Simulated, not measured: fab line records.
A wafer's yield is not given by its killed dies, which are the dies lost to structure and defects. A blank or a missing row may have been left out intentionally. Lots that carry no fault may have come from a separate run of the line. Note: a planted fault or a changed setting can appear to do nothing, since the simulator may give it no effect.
Split-lot study | flow rit_cmos | on a route of 202 steps: 5 lots, 23 wafers read

== SPLIT DETAILS ==
At RIT_PRETRO_IMPLANT_08, the setting dose_cm2 was moved away from the recipe's 1.2e+13 on 6 of the 23 wafers read, by -6.4% to +5.1%. For the rest of the wafers, this setting stayed at what the recipe calls for.

== BETWEEN THE SPLIT AND THE READING: the file shows 1 step in between ==
- RIT_PRETRO_STRIP_09: strips in O2, time 180 s

== THE READING ==
PRETRO_TW, at RIT_PRETRO_TW_MEAS_10. A value of 476 with a standard deviation of 4 is what fault-free wafers of this fab line usually give.

wafer  | tool, chamber at the split | dose_cm2 as run | against the recipe | PRETRO_TW | against lot-mates on the recipe
L077.1 | implanter-01, 0            | 1.2e+13         | recipe             | 482       | -
L077.2 | implanter-01, 0            | 1.2e+13         | recipe             | 479       | -
L077.3 | implanter-01, 0            | 1.123e+13       | -6.4%              | 474       | -6
L077.5 | implanter-01, 0            | 1.123e+13       | -6.4%              | 471       | -9
L077.6 | implanter-01, 0            | 1.2e+13         | recipe             | 480       | -
L079.1 | implanter-03, 0            | 1.156e+13       | -3.7%              | 479       | -2
L079.2 | implanter-03, 0            | 1.2e+13         | recipe             | 479       | -
L079.4 | implanter-03, 0            | 1.2e+13         | recipe             | 481       | -
L079.5 | implanter-03, 0            | 1.156e+13       | -3.7%              | 477       | -4
L079.6 | implanter-03, 0            | 1.2e+13         | recipe             | 482       | -
L082.1 | implanter-04, 0            | 1.2e+13         | recipe             | 476       | -
L082.2 | implanter-04, 0            | 1.2e+13         | recipe             | 478       | -
L082.3 | implanter-04, 0            | 1.2e+13         | recipe             | 479       | -
L082.4 | implanter-04, 0            | 1.2e+13         | recipe             | 477       | -
L082.5 | implanter-04, 0            | 1.2e+13         | recipe             | 477       | -
L083.1 | implanter-03, 0            | 1.2e+13         | recipe             | 473       | -
L083.5 | implanter-03, 0            | 1.2e+13         | recipe             | 474       | -
L083.6 | implanter-03, 0            | 1.2e+13         | recipe             | 475       | -
L085.2 | implanter-03, 0            | 1.2e+13         | recipe             | 472       | -
L085.3 | implanter-03, 0            | 1.261e+13       | +5.1%              | 482       | +8
L085.4 | implanter-03, 0            | 1.261e+13       | +5.1%              | 483       | +9
L085.5 | implanter-03, 0            | 1.2e+13         | recipe             | 475       | -
L085.6 | implanter-03, 0            | 1.2e+13         | recipe             | 476       | -

THE FIT
A straight line over all 23 wafers: PRETRO_TW changes by +0.707 for each +1% of dose_cm2; r = +0.56; the points scatter about the line by 2.9.
The same after taking each lot's own level away (the mean of its wafers on the recipe; 23 wafers): +1.28 for each +1%; r = +0.93; scatter 1.4.
Per that fit: largest dose_cm2 move, reading shift of 8.2.
The span of the lots' own levels, 474.0 to 480.7, comes to 1.7 times the standard deviation stated above.
So the lot-to-lot level blurs the effect unless lot-mates are compared.
Check: -8.47 against its lot-mates is what the line predicts for one of the wafers moved furthest among these (-6.4%) when that wafer is left out of the fit. Against them it came out at -6.33.

== ADDITIONAL SPLITS CARRIED BY THESE WAFERS ==
These wafers also went through other splits before the reading. Each is held against what the fit with the lots' levels taken away leaves over:
other split on the same wafers    | wafers away from the commonest value | r with PRETRO_TW (lot level and that fit taken away)
RIT_ACTIVE_OXIDATION_01 ox_time_s | 15                                   | -0.09
RIT_ACTIVE_COAT_06 resist_thk_nm  | 11                                   | -0.01
RIT_PRETRO_SOFTBAKE_02 temp_c     | 10                                   | -0.30

== THE FILE'S OWN FIT ==
PRETRO_TW changes by +1.29 for each +1% of dose_cm2, r = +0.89.
